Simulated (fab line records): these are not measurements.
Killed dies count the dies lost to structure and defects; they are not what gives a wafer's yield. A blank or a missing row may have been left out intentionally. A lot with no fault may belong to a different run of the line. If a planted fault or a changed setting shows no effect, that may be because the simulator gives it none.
Which of the tools did it?	flow rit-cmos	45 wafers from 15 lots sampled at 4 of the route's 202 steps

WHAT THE GAUGES SHOWED, per wafer
The record lacks any reading of a measuring or inspecting step that a usual standard deviation could be used to judge.

EACH LOT AND THE TOOL THAT RAN IT (in order: tool; ch and the chambers of the sampled wafers; start)
lot	RIT_ACTIVE_DEVELOP_10	RIT_ACTIVE_STRIP_14	RIT_CONTACT_STRIP_12	RIT_M1_PROBE_99
L260	litho-track-01 ch 0, day 1 16:00	plasma-asher-04 ch 0,1, day 1 17:23	plasma-asher-02 ch 0,1, day 3 11:01	-
L261	litho-track-01 ch 0, day 1 19:00	plasma-asher-01 ch 0,1, day 1 20:19	plasma-asher-02 ch 0,1, day 3 12:20	prober-02, day 3 17:15
L262	litho-track-02 ch 0, day 2 01:00	plasma-asher-01 ch 0,1, day 2 01:42	plasma-asher-02 ch 0,1, day 3 19:01	-
L263	litho-track-02 ch 0, day 2 05:00	plasma-asher-03 ch 0,1, day 2 06:01	plasma-asher-02 ch 0,1, day 3 21:25	-
L264	litho-track-01 ch 0, day 2 10:00	plasma-asher-01 ch 0,1, day 2 11:15	plasma-asher-02 ch 0,1, day 4 04:19	-
L266	litho-track-02 ch 0, day 2 20:00	plasma-asher-01 ch 0,1, day 2 20:58	plasma-asher-01 ch 0,1, day 4 16:52	-
L267	litho-track-01 ch 0, day 3 03:00	plasma-asher-04 ch 0,1, day 3 04:02	plasma-asher-01 ch 0,1, day 4 22:22	prober-02, day 5 04:46
L268	litho-track-03 ch 0, day 3 06:00	plasma-asher-04 ch 0,1, day 3 07:31	plasma-asher-01 ch 0,1, day 5 04:56	-
L270	litho-track-03 ch 0, day 3 16:00	plasma-asher-03 ch 0, day 3 17:00	plasma-asher-01 ch 0,1, day 5 10:41	prober-02, day 5 15:26
L272	litho-track-02 ch 0, day 4 02:00	plasma-asher-04 ch 0,1, day 4 02:54	plasma-asher-01 ch 0,1, day 5 22:10	prober-02, day 6 03:01
L273	litho-track-02 ch 0, day 4 09:00	plasma-asher-01 ch 0,1, day 4 09:53	plasma-asher-02 ch 0,1, day 6 05:04	-
L274	litho-track-03 ch 0, day 4 14:00	plasma-asher-03 ch 0,1, day 4 15:19	plasma-asher-03 ch 0,1, day 6 09:43	prober-02, day 6 14:44
L277	litho-track-03 ch 0, day 5 04:00	plasma-asher-03 ch 0,1, day 5 04:38	-	prober-01, day 7 01:44
L278	litho-track-03 ch 0, day 5 08:00	plasma-asher-01 ch 0,1, day 5 08:50	-	prober-02, day 7 08:28
L280	litho-track-03 ch 0, day 5 19:00	plasma-asher-01 ch 0,1, day 5 20:01	-	prober-02, day 7 19:06
- RIT_ACTIVE_DEVELOP_10: develop time 50 s.
- RIT_ACTIVE_STRIP_14: strips in O2, time 180 s.
- RIT_CONTACT_STRIP_12: strips in O2, time 180 s.
- RIT_M1_PROBE_99

AS READ BY THE TOOLS THEMSELVES (means over the sampled wafers that have a number; for cases with no such wafer, the mark the record gives instead)
RIT_ACTIVE_DEVELOP_10.
lot	tool	exhaust-pa (Pa)	resist-line-temp-C (C)
L260	litho-track-01	46.7	22.98
L261	litho-track-01	44.8	22.87
L262	litho-track-02	44.8	22.96
L263	litho-track-02	45.9	22.92
L264	litho-track-01	45.8	22.99
L266	litho-track-02	44.1	22.98
L267	litho-track-01	45.2	22.98
L268	litho-track-03	45.1	22.96
L270	litho-track-03	46.7	23.13
L272	litho-track-02	45.1	23.02
L273	litho-track-02	44.7	22.98
L274	litho-track-03	44.7	22.99
L277	litho-track-03	46.8	22.94
L278	litho-track-03	45.2	22.89
L280	litho-track-03	45.9	23.00

RIT_ACTIVE_STRIP_14.
lot	tool	drypump-motor-current-A (A)	o2-flow-sccm (sccm)
L260	plasma-asher-04	5.3	4001
L261	plasma-asher-01	5.8	4002
L262	plasma-asher-01	6.0	4012
L263	plasma-asher-03	5.5	3998
L264	plasma-asher-01	5.8	4006
L266	plasma-asher-01	5.9	4003
L267	plasma-asher-04	5.3	4002
L268	plasma-asher-04	5.5	3992
L270	plasma-asher-03	6.0	4007
L272	plasma-asher-04	5.3	3996
L273	plasma-asher-01	5.9	3990
L274	plasma-asher-03	5.5	3997
L277	plasma-asher-03	5.7	4012
L278	plasma-asher-01	5.8	4007
L280	plasma-asher-01	5.8	3997

RIT_CONTACT_STRIP_12.
lot	tool	drypump-motor-current-A (A)	o2-flow-sccm (sccm)
L260	plasma-asher-02	5.6	3998
L261	plasma-asher-02	5.6	4000
L262	plasma-asher-02	5.6	3998
L263	plasma-asher-02	5.7	4000
L264	plasma-asher-02	6.0	4027
L266	plasma-asher-01	5.8	4004
L267	plasma-asher-01	5.8	4009
L268	plasma-asher-01	5.9	4006
L270	plasma-asher-01	5.8	4009
L272	plasma-asher-01	5.8	3996
L273	plasma-asher-02	5.6	3987
L274	plasma-asher-03	5.7	3994

RIT_M1_PROBE_99.
lot	tool	killed-at-contacts	killed-at-front-end	killed-dies	killed-on-rim	killed-open	killed-short
L261	prober-02	0.0	4	4	1.7	3.0	1.3
L267	prober-02	0.0	6	6	1.7	3.7	2.3
L270	prober-02	0.0	7	7	2.0	3.7	3.7
L272	prober-02	0.0	6	6	1.3	4.0	2.3
L274	prober-02	0.0	9	9	2.7	4.3	5.0
L277	prober-01	0.3	202	202	68.7	3.7	3.7
L278	prober-02	0.0	149	149	61.7	3.3	3.7
L280	prober-02	0.0	158	158	64.7	4.3	5.0

THE ANSWER, worked out from the rows above alone
Rule: what is usual is taken from the lots themselves. Put in order of their means at a reading, lots are off if they are a third of the lots or fewer, leave a main group of 4 or more, and stand apart from it by a gap of 3 or more times the standard deviation of the main group's means; of several such gaps the widest counts. A main group whose means are all the same, to the digits that the tables above print for the reading, isn't used. A lot without any number at a reading at which 4 lots or more have one is off too. All remaining lots with rows at the step are treated as sound. The gauges are gone through in route order, then the tools' own readings, and for those a lot's mean is taken as printed above. The first step at which some lot is off is used, and at that step the reading that is off furthest; a lot without a number counts as furthest.
Nothing can be told from this: no lot is off at any reading shown.

WHAT HAD BEEN PUT IN BY THE SIMULATOR
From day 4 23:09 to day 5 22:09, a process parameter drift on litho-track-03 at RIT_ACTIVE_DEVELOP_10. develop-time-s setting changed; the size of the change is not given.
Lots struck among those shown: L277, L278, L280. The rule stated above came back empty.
